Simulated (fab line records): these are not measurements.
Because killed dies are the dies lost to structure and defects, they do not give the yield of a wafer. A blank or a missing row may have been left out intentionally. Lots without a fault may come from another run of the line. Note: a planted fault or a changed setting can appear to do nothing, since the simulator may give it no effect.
2 desks, one fault | flow rit-cmos | every desk sees just its own numbers, and what lay behind them comes last

METROLOGY DESK
Lot by lot, what the gauges showed, no matter which tool ran the lot: averages of those sampled wafers that carry a number. Any lot whose mean is over 4 standard deviations away from the usual mean is out of limits and marked OUT; that distance is given in the brackets.
Columns: A = ACTIVE_OXIDE_THK at RIT_ACTIVE_THK_MEAS_02, usual 47.0 nm; B = ACTIVE_NITRIDE_THK at RIT_ACTIVE_THK_MEAS_04, usual 151.2 nm; C = cd-nm at RIT_ACTIVE_CD_MEAS_11, usual 1399.4 nm; D = cd-nm at RIT_ACTIVE_CD_MEAS_90, usual 1399.4 nm; E = FOX1_OXIDE_THK at RIT_FOX1_THK_MEAS_01, usual 353 nm; F = FOX2_OXIDE_THK at RIT_FOX2_THK_MEAS_01, usual 354 nm; G = FIELD_OXIDE_LEFT_1_THK at RIT_FOX2_THK_MEAS_90, usual 326 nm
lot  | first seen here | A    | B     | C      | D      | E   | F   | G
L589 | day 1 12:53     | 47.1 | 148.9 | 1401.5 | 1401.6 | 349 | 361 | 334
L596 | day 3 01:40     | 48.0 | 150.1 | 1397.5 | 1397.3 | 352 | 368 | 341
L602 | day 4 05:19     | 45.6 | 150.9 | 1398.3 | 1398.2 | 352 | 352 | 325
L605 | day 4 20:57     | 46.9 | 151.3 | 1398.3 | 1398.2 | 350 | 352 | 325
L609 | day 5 16:28     | 47.1 | 151.4 | 1398.2 | 1398.2 | 337 | 350 | 323
L611 | day 6 02:53     | 46.4 | 152.7 | 1398.9 | 1399.0 | 351 | 346 | 319
This desk's finding: nothing out of limits on any of the 6 lots.

FOR THE TOOL OWNER'S DESK: rie-diel-04
The tool's own readings at RIT_ACTIVE_ETCH_13 (etches Si3N4 in SF6, stops on SiO2, time 210 s, target depth 210 nm): means of the sampled wafers that have a number, for each lot that ran on this tool. Any lot whose mean is over 4 standard deviations away from the usual mean is out of limits and marked OUT; that distance is given in the brackets.
Columns: A = drypump-motor-current-A at RIT_ACTIVE_ETCH_13, usual 5.8 A; B = oes-product-au at RIT_ACTIVE_ETCH_13, usual 0.827 a.u.; C = rf-fwd-power-W at RIT_ACTIVE_ETCH_13, usual 124.6 W; D = throttle-valve-pct at RIT_ACTIVE_ETCH_13, usual 7.54 %
lot  | first seen here | A   | B                | C     | D
L596 | day 3 04:38     | 6.0 | 0.817            | 124.8 | 7.57
L602 | day 4 08:11     | 5.6 | 0.788 (-4.1) OUT | 124.4 | 7.49
L605 | day 4 23:37     | 6.0 | 0.799            | 124.3 | 7.54
This desk's finding: out of limits on L602; first on L602, day 4 08:11 (oes-product-au at RIT_ACTIVE_ETCH_13). L596, L605 stayed within limits.

PUT TOGETHER
The tool owner's desk had the chance to raise an alarm at day 4 08:11 on L602.
Nothing out of limits was seen by the metrology desk.
The metrology desk has L602 on record, within its limits.
On rie-diel-04, each named lot ran RIT_ACTIVE_ETCH_13.

WHAT WAS PUT IN BY THE SIMULATOR
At RIT_ACTIVE_ETCH_13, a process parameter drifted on rie-diel-04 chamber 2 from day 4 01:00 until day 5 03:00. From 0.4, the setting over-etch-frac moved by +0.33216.
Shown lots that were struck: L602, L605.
Each desk's first reading out of limits, in hours after the fault started: the tool owner's desk, 7.
